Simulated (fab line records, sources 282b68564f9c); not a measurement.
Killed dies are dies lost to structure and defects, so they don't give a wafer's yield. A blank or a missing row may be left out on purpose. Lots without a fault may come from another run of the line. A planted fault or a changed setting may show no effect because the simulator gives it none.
One fault seen from 2 desks | flow rit_cmos | each desk has only its own numbers; what lay behind them comes last

THE TOOL OWNER'S DESK: litho_track-03
The tool's own readings at RIT_NWELL_DEVELOP_05 (develop time 68 s): means of the sampled wafers that have a number, for each lot that ran on this tool. A lot is out of limits, marked OUT, if its mean lies more than 4 standard deviations from the usual mean; the brackets give that distance.
Columns: A = developer_temp_C at RIT_NWELL_DEVELOP_05, usual 22.98 C
lot  | first seen here | A
L994 | day 2 11:00     | 22.92
L997 | day 3 02:00     | 23.11
L103 | day 4 09:00     | 22.84
This desk's finding: nothing out of limits on any of the 3 lots.

THE METROLOGY DESK
What the gauges read, lot by lot, whatever tool the lot ran on: means of the sampled wafers that have a number. A lot is out of limits, marked OUT, if its mean lies more than 4 standard deviations from the usual mean; the brackets give that distance.
Columns: A = NWELL_TW at RIT_NWELL_TW_MEAS_10, usual 2156
lot  | first seen here | A
L991 | day 1 23:00     | 2116
L993 | day 2 06:56     | 2156
L994 | day 2 12:05     | 2113
L997 | day 3 03:44     | 2176
L103 | day 4 10:26     | 2043 (-5.2) OUT
L104 | day 4 16:04     | 2116
L105 | day 4 22:46     | 2171
L106 | day 4 23:58     | 2160
L108 | day 5 10:58     | 2174
L110 | day 5 19:53     | 2171
L111 | day 6 01:16     | 2166
L112 | day 6 05:55     | 2185
L114 | day 6 15:47     | 2173
This desk's finding: out of limits on L103; first on L103, day 4 10:26 (NWELL_TW at RIT_NWELL_TW_MEAS_10). In limits: L991, L993, L994, L997, L104, L105, L106, L108, L110, L111, L112, L114.

PUT TOGETHER
The metrology desk could have raised an alarm at day 4 10:26, on L103.
The tool owner's desk saw nothing out of limits.
The tool owner's desk has L103 on record, within its limits.
Of the lots named, all ran RIT_NWELL_DEVELOP_05 on litho_track-03.

WHAT THE SIMULATOR HAD PUT IN
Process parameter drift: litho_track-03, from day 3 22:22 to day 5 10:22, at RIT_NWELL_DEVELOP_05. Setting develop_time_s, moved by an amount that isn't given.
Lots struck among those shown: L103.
Hours from the fault's start to each desk's first reading out of limits: the metrology desk, 12.
